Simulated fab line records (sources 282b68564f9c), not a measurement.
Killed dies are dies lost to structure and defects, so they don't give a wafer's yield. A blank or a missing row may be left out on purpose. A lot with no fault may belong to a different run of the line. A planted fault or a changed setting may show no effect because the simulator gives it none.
What tool caused it?	flow rit_cmos	14 lots, 42 wafers sampled, at 4 steps of a route of 202

== WHAT EACH GAUGE READ, for each wafer ==
RIT_FOX2_THK_MEAS_01.
lot	measured	on	FOX2_OXIDE_THK (nm)
L497	day 1 20:05	film_metro-04	361 362 361
L498	day 2 01:29	film_metro-02	346 343 341
L499	day 2 05:22	film_metro-02	349 342 344
L500	day 2 10:59	film_metro-01	348 347 348
L501	day 2 16:40	film_metro-01	348 343 355
L502	day 2 22:01	film_metro-01	352 352 350
L503	day 3 03:15	film_metro-01	349 351 349
L504	day 3 06:58	film_metro-01	350 348 350
L505	day 3 11:14	film_metro-01	341 345 341
L513	day 5 04:59	film_metro-04	350 352 349
L514	day 5 08:38	film_metro-04	354 357 355
L518	day 6 06:05	film_metro-01	345 352 353
L519	day 6 10:57	film_metro-04	352 350 349
L520	day 6 15:58	film_metro-04	355 351 348

RIT_PRETRO_OVL_MEAS_06.
lot	measured	on	PRETRO_OVL (nm)
L497	day 2 08:30	overlay-01	-0.1 1.0 0.2
L498	day 2 14:18	overlay-01	-0.2 -1.9 -1.9
L499	day 2 18:29	overlay-02	0.8 1.7 1.9
L500	day 2 23:41	overlay-02	-2.1 -3.7 -0.8
L501	day 3 04:47	overlay-02	-3.6 -1.6 -3.0
L502	day 3 11:13	overlay-02	-0.3 -0.3 -0.3
L503	day 3 16:43	overlay-02	0.3 -1.1 -0.9
L504	day 3 18:58	overlay-01	1.7 1.9 1.5
L505	day 4 00:18	overlay-01	1.2 0.3 -2.0
L513	day 5 18:39	overlay-02	-0.6 0.4 -1.7
L514	day 5 22:55	overlay-02	1.3 0.9 1.0
L518	day 6 18:54	overlay-01	1.2 2.4 1.8
L519	day 7 00:11	overlay-02	-0.4 0.9 -0.3
L520	day 7 05:49	overlay-02	0.6 0.4 0.0

RIT_GATE_THK_MEAS_07.
lot	measured	on	GATE_OXIDE_THK (nm)
L497	day 2 11:15	film_metro-02	2.93 2.85 2.82
L498	day 2 20:17	film_metro-01	2.94 2.97 3.09
L499	day 2 22:16	film_metro-04	3.00 3.04 3.01
L500	day 3 02:14	film_metro-04	3.02 3.04 2.98
L501	day 3 08:45	film_metro-02	3.04 3.01 2.98
L502	day 3 16:25	film_metro-04	2.88 2.96 2.92
L503	day 3 20:22	film_metro-02	3.47 3.54 3.47 3.47 3.51 3.47
L504	day 3 21:41	film_metro-01	3.25 3.34 3.38 3.30 3.37 3.38
L505	day 4 07:04	film_metro-04	2.90 2.88 2.94
L513	day 5 22:49	film_metro-02	2.92 2.96 2.99
L514	day 6 04:47	film_metro-01	3.05 3.13 3.09
L518	day 6 22:42	film_metro-04	2.92 3.00 2.98
L519	day 7 04:28	film_metro-01	3.05 3.00 3.01
L520	day 7 09:32	film_metro-01	3.01 2.97 2.99

== WHICH TOOL RAN EACH LOT (tool, then ch and the chambers of the sampled wafers, then the start) ==
lot	RIT_GATE_OXIDATION_05
L497	furnace-01 ch 0, day 2 09:40
L498	furnace-04 ch 0, day 2 17:01
L499	furnace-04 ch 0, day 2 20:17
L500	furnace-03 ch 0, day 3 00:52
L501	furnace-04 ch 0, day 3 06:58
L502	furnace-01 ch 0, day 3 13:49
L503	furnace-04 ch 0, day 3 19:02
L504	furnace-04 ch 0, day 3 20:22
L505	furnace-03 ch 0, day 4 03:49
L513	furnace-03 ch 0, day 5 20:10
L514	furnace-01 ch 0, day 6 02:08
L518	furnace-03 ch 0, day 6 21:18
L519	furnace-04 ch 0, day 7 03:08
L520	furnace-03 ch 0, day 7 07:35
- RIT_GATE_OXIDATION_05: target thk 3 nm, ox time 270 s.

== AS READ BY THE TOOLS THEMSELVES (means over the sampled wafers that have a number; for cases with no such wafer, the mark the record gives instead) ==
RIT_GATE_OXIDATION_05.
lot	tool	tube_center_temp_C (C)
L497	furnace-01	900
L498	furnace-04	900
L499	furnace-04	900
L500	furnace-03	900
L501	furnace-04	900
L502	furnace-01	900
L503	furnace-04	900
L504	furnace-04	900
L505	furnace-03	900
L513	furnace-03	900
L514	furnace-01	900
L518	furnace-03	900
L519	furnace-04	900
L520	furnace-03	900

== THE ANSWER, worked out from the rows above alone ==
Rule: the usual values come from the lots themselves. The widest of any qualifying gaps counts: lots, ordered by their means at a reading, are off when they make up no more than a third of the lots, leave a main group of 4 or more, and stand apart from it by 3 or more times the standard deviation of that group's means. Not used: any main group whose means are identical at the precision the tables above print for the reading. A lot without any number at a reading at which 4 lots or more have one is off too. Any other lot the step has rows for is counted as sound. After the gauges, taken in route order, come the tools' own readings; for these a lot's mean is taken, as printed above. The first step at which some lot is off is used, and at that step the reading that is off furthest; a lot without a number counts as furthest.
Off: L503, L504, seen at RIT_GATE_THK_MEAS_07 (GATE_OXIDE_THK). Mean 2.98 nm and standard deviation 0.058 in the main group.
A tool fits if, at a process step before that reading, it ran every lot that is off, and no sound lot after the first of them. The gauges at RIT_GATE_THK_MEAS_07 are tried like those tools. No candidate that was tried fits.

== WHAT HAD BEEN PUT IN BY THE SIMULATOR ==
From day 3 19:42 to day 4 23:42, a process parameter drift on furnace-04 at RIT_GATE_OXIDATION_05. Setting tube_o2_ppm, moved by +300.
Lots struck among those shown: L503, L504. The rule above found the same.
